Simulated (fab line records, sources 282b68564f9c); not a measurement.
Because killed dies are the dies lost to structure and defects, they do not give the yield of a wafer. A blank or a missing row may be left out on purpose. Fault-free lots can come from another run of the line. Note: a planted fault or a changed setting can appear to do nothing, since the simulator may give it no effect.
Split-lot experiment + flow rit_cmos + route with 202 steps; 5 lots, 23 wafers read

== ON THE SPLIT ==
At RIT_PWELL_IMPLANT_08, the setting dose_cm2 was moved away from the recipe's 7e+13 on 8 of the 23 wafers read, by -3.3% to +2.8%. For the rest of the wafers, this setting stayed at what the recipe calls for.

== FROM THE SPLIT TO THE READING: what the file shows between them, 2 steps ==
- RIT_PWELL_STRIP_09: strips in O2, time 180 s
- RIT_WELLDRIVE_ANNEAL_00: time 14700 s

== THE READING ==
Measured at RIT_WELLDRIVE_RS_MEAS_02 by four-point probe: PWELL_RS, in ohm/sq. Fault-free wafers of this fab line usually give 428.8 ohm/sq, standard deviation 1.1 ohm/sq.

| wafer  | tool, chamber at the split | dose_cm2 as run | against the recipe | PWELL_RS, ohm/sq | against lot-mates on the recipe |
|--------|----------------------------|-----------------|--------------------|------------------|---------------------------------|
| L078.1 | implanter-04, 0            | 7e+13           | recipe             | 428.8            | -                               |
| L078.2 | implanter-04, 0            | 6.845e+13       | -2.2%              | 435.4            | +6.6                            |
| L078.3 | implanter-04, 0            | 6.845e+13       | -2.2%              | 434.4            | +5.6                            |
| L078.4 | implanter-04, 0            | 7e+13           | recipe             | 428.8            | -                               |
| L078.6 | implanter-04, 0            | 6.845e+13       | -2.2%              | 435.3            | +6.5                            |
| L080.1 | implanter-03, 0            | 6.766e+13       | -3.3%              | 437.4            | +9.1                            |
| L080.2 | implanter-03, 0            | 6.766e+13       | -3.3%              | 438.1            | +9.8                            |
| L080.3 | implanter-03, 0            | 7e+13           | recipe             | 428.5            | -                               |
| L080.4 | implanter-03, 0            | 7e+13           | recipe             | 428.1            | -                               |
| L080.5 | implanter-03, 0            | 6.766e+13       | -3.3%              | 437.1            | +8.8                            |
| L081.1 | implanter-02, 0            | 7e+13           | recipe             | 427.5            | -                               |
| L081.2 | implanter-02, 0            | 7e+13           | recipe             | 429.3            | -                               |
| L081.4 | implanter-02, 0            | 7e+13           | recipe             | 428.6            | -                               |
| L081.5 | implanter-02, 0            | 7e+13           | recipe             | 428.3            | -                               |
| L081.6 | implanter-02, 0            | 7e+13           | recipe             | 428.6            | -                               |
| L082.1 | implanter-04, 0            | 7e+13           | recipe             | 431.4            | -                               |
| L082.2 | implanter-04, 0            | 7e+13           | recipe             | 430.3            | -                               |
| L082.3 | implanter-04, 0            | 7e+13           | recipe             | 430.0            | -                               |
| L082.4 | implanter-04, 0            | 7.193e+13       | +2.8%              | 422.3            | -8.3                            |
| L082.5 | implanter-04, 0            | 7.193e+13       | +2.8%              | 424.4            | -6.2                            |
| L085.3 | implanter-04, 0            | 7e+13           | recipe             | 428.5            | -                               |
| L085.5 | implanter-04, 0            | 7e+13           | recipe             | 429.2            | -                               |
| L085.6 | implanter-04, 0            | 7e+13           | recipe             | 427.2            | -                               |

THE FIT
A straight line over all 23 wafers: PWELL_RS changes by -2.45 ohm/sq for each +1% of dose_cm2; r = -0.97; the points scatter about the line by 1 ohm/sq.
The same after taking each lot's own level away (the mean of its wafers on the recipe; 23 wafers): -2.73 ohm/sq for each +1%; r = -0.99; scatter 0.64 ohm/sq.
According to that fit, moving dose_cm2 by its largest amount changes the reading by 9.1 ohm/sq.
The lots' own levels span 428.30 to 430.57 ohm/sq, that is 2.1 times the standard deviation above.
Thus the slope moves with the lot-to-lot level: the two fits are different.
Check: +9.21 ohm/sq against its lot-mates is what the line predicts for one of the wafers moved furthest among these (-3.3%) when that wafer is left out of the fit. Against them it came out at +9.1 ohm/sq.

== ADDITIONAL SPLITS CARRIED BY THESE WAFERS ==
Before the reading, these wafers also passed through other splits. Each is held against what the fit with the lots' levels taken away leaves over:
| other split on the same wafers   | wafers away from the commonest value | r with PWELL_RS (lot level and that fit taken away) |
|----------------------------------|--------------------------------------|-----------------------------------------------------|
| RIT_ACTIVE_CVD_03 pressure_mtorr | 15                                   | +0.07                                               |
| RIT_ACTIVE_COAT_06 resist_thk_nm | 11                                   | +0.01                                               |
| RIT_ACTIVE_CLEAN_16 time_s       | 10                                   | -0.03                                               |
| RIT_FOX1_OXIDATION_00 temp_c     | 15                                   | +0.00                                               |
| RIT_PWELL_COAT_01 resist_thk_nm  | 9                                    | +0.24                                               |

== THE FILE'S OWN FIT ==
PWELL_RS changes by -2.74 ohm/sq for each +1% of dose_cm2, r = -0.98.
